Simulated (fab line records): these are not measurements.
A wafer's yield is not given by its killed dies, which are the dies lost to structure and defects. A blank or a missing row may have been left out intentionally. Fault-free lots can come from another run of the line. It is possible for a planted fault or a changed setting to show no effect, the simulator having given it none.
Struck lot and sound lot, side by side -- flow rit_cmos -- 17 out of 202 route steps
Sound: these wafers, L862.1, L862.2, L862.5. Struck: wafers L876.1, L876.2, L876.6. Last of all comes the cause.
Each step with rows lists, per side, the tool, then ch with its chambers, then its first start. Under that, the readings that differ: sound wafers -- struck wafers -- difference of the means -- sigmas: that difference in standard deviations of wafers without a fault.
alike: same words and numbers on both sides, and readings whose means sit less than 2 such deviations apart. not compared: any withheld reading, any reading some wafer has no value for, any bound like >300 that may hide the same value, and any number with overlapping values for which the record gives no deviation.
A row with sigmas, a row that says differs or no value, or rows on one side alone: a step with any of these is where the two part. Numbers that have no deviation but don't overlap get no sigmas and don't part them. Lack of a reading on every wafer of one side parts them only where that side has two or more wafers.

RIT_PWELL_TW_MEAS_10:
  sound on film_metro-04, day 1 23:11; struck on film_metro-01, day 4 22:13
  alike: PWELL_TW
then, 1 step without rows for these wafers: RIT_WELLDRIVE_ANNEAL_00 (time 14700 s).
RIT_WELLDRIVE_RS_MEAS_01: a four-point-probe measurement.
  sound on film_metro-04, day 2 05:06; struck on film_metro-01, day 5 03:44
  alike: NWELL_RS
RIT_WELLDRIVE_RS_MEAS_02: a four-point-probe measurement.
  sound on film_metro-04, day 2 05:13; struck on film_metro-01, day 5 03:52
  alike: PWELL_RS
then, 6 steps without rows for these wafers: RIT_NRETRO_HMDS_00 (prime time 60 s); RIT_NRETRO_COAT_01 (resist thk 1288 nm); RIT_NRETRO_SOFTBAKE_02 (time 60 s); RIT_NRETRO_EXPOSE_03 (exposes mask M4, target cd 43900 nm); RIT_NRETRO_PEB_04; RIT_NRETRO_DEVELOP_05 (develop time 68 s).
RIT_NRETRO_OVL_MEAS_06:
  sound on overlay-01, day 2 06:24; struck on overlay-01, day 5 04:52
  alike: NRETRO_OVL
then, 1 step without rows for these wafers: RIT_NRETRO_HARDBAKE_07 (time 120 s).
RIT_NRETRO_IMPLANT_08:
  sound on implanter-03 ch 0, day 2 06:41; struck on implanter-04 ch 0, day 5 05:09
reading,sound,struck,difference,sigmas
beam_on_s (s),10.02 9.93 10.05,13.93 13.73 14.37,+4.01,+20
faraday_current_uA,31.7 32.0 31.5,22.7 23.0 22.1,-9.1,-14
RIT_NRETRO_STRIP_09: strips in O2, time 180 s.
  sound on plasma_asher-03 ch 0,1, day 2 06:50; struck on plasma_asher-01 ch 0,1, day 5 05:18
  alike: drypump_motor_current_A
  not compared: rf_hours_counter_h
RIT_NRETRO_TW_MEAS_10:
  sound on film_metro-01, day 2 07:01; struck on film_metro-03, day 5 05:29
reading,sound,struck,difference,sigmas
NRETRO_TW,1064 1057 1059,1175 1174 1175,+115,+17
then, 1 step without rows for these wafers: RIT_PRETRO_HMDS_00 (prime time 60 s).
RIT_M1_PROBE_99:
  sound on prober-02, day 3 11:58; struck on prober-01, day 6 08:45
reading,sound,struck,difference,sigmas
model.etest.pmos_0p3.r_on_ohm_um,6269 6334 6283,6860 6890 6924,+596,
model.etest.pmos_turned.r_on_ohm_um,3457 3533 3526,3832 3822 3845,+328,
model.etest.pmos_0p15.r_on_ohm_um,2757 2848 2832,3068 3027 3045,+234,
model.etest.pmos_0p15.drive_ua_um,254.7 247 253.3,221 220.8 219.2,-31,
model.etest.pmos_turned.drive_ua_um,189 182.9 185.9,158.5 157.3 158.5,-27.8,
model.etest.pmos_narrow.drive_ua_um,106 103.2 102.9,86.07 85.06 83.79,-19.06,
model.etest.pmos_0p3.drive_ua_um,101.9 101.4 102.3,86.04 85.99 85.15,-16.14,
model.etest.well_edge_right.line_ohm_um,181.9 180.9 183.8,174.9 176.2 177.3,-6.1,
  alike: killed_at_contacts, killed_at_front_end, killed_dies, killed_open, killed_short

## WHERE THEY PART
Last at RIT_NRETRO_TW_MEAS_10 as far as this record goes, first at RIT_NRETRO_IMPLANT_08. Later steps at which nothing parts them and some readings are alike: RIT_M1_PROBE_99.

WHY: what the simulator had put in
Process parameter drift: implanter-04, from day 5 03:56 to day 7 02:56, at RIT_NRETRO_IMPLANT_08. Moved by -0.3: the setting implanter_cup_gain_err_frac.
